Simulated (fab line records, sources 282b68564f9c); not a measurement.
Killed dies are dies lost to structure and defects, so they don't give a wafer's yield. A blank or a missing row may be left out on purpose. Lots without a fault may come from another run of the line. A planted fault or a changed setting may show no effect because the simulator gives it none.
Chamber matching | flow rit_cmos | RIT_ACTIVE_ETCH_13 on rie_diel-03: 4 sister chambers
The step etches Si3N4 in SF6, stops on SiO2, time 210 s, target depth 210 nm. 16 wafers are shown with their chamber, then 8 later ones without.

WAFERS WITH THEIR CHAMBER
wafer  | chamber | drypump_motor_current_A (A) | throttle_valve_pct (%) | oes_product_au (a.u.)
L854.1 | 0       | 5.8                         | 7.49                   | 0.807
L854.4 | 3       | 6.0                         | 7.62                   | 0.816
L854.5 | 1       | 6.5                         | 7.25                   | 0.844
L855.2 | 0       | 5.8                         | 7.47                   | 0.817
L855.3 | 3       | 6.0                         | 7.64                   | 0.820
L855.6 | 3       | 6.0                         | 7.64                   | 0.818
L858.1 | 2       | 4.8                         | 7.25                   | 0.824
L858.2 | 1       | 6.5                         | 7.26                   | 0.841
L858.5 | 3       | 6.1                         | 7.63                   | 0.817
L859.3 | 0       | 5.8                         | 7.48                   | 0.812
L859.5 | 0       | 5.8                         | 7.48                   | 0.810
L859.6 | 3       | 6.0                         | 7.63                   | 0.826
L861.1 | 3       | 6.0                         | 7.65                   | 0.825
L861.2 | 0       | 5.8                         | 7.49                   | 0.809
L861.5 | 3       | 6.0                         | 7.64                   | 0.807
L864.1 | 2       | 4.9                         | 7.26                   | 0.816

SIGNATURES (means of the wafers above)
reading                 | chamber 0 | chamber 1 | chamber 2 | chamber 3 | scatter within a chamber
drypump_motor_current_A | 5.800     | 6.500     | 4.850     | 6.014     | 0.0336
throttle_valve_pct      | 7.4820    | 7.2550    | 7.2550    | 7.6357    | 0.0089
oes_product_au          | 0.81100   | 0.84250   | 0.82000   | 0.81843   | 0.00529
Rule: a wafer's distance from a chamber is the root of the sum, over the readings, of the square of ((its reading less the chamber's mean) divided by the reading's scatter). The wafer belongs to the nearest chamber; if the next one is less than 2 further off, it can't be placed. The scatter: the root of (the sum of the squares of (reading less its chamber's mean) over the shown wafers, divided by (wafers less chambers)).

WAFERS WITHOUT THEIR CHAMBER
wafer  | drypump_motor_current_A (A) | throttle_valve_pct (%) | oes_product_au (a.u.)
L864.3 | 5.8                         | 7.48                   | 0.812
L864.5 | 6.0                         | 7.62                   | 0.823
L869.1 | 6.0                         | 7.65                   | 0.820
L869.3 | 4.9                         | 7.27                   | 0.813
L869.6 | 6.1                         | 7.63                   | 0.827
L871.2 | 4.8                         | 7.24                   | 0.819
L871.3 | 6.5                         | 7.26                   | 0.831
L871.4 | 6.0                         | 7.63                   | 0.820

WHICH CHAMBER EACH WENT THROUGH
wafer  | from the rows above | in truth
L864.3 | 0                   | 0
L864.5 | 3                   | 3
L869.1 | 3                   | 3
L869.3 | 2                   | 2
L869.6 | 3                   | 3
L871.2 | 2                   | 2
L871.3 | 1                   | 1
L871.4 | 3                   | 3
Placed correctly: 8 of 8. Can't be placed from these rows: 0. Placed wrongly: 0.
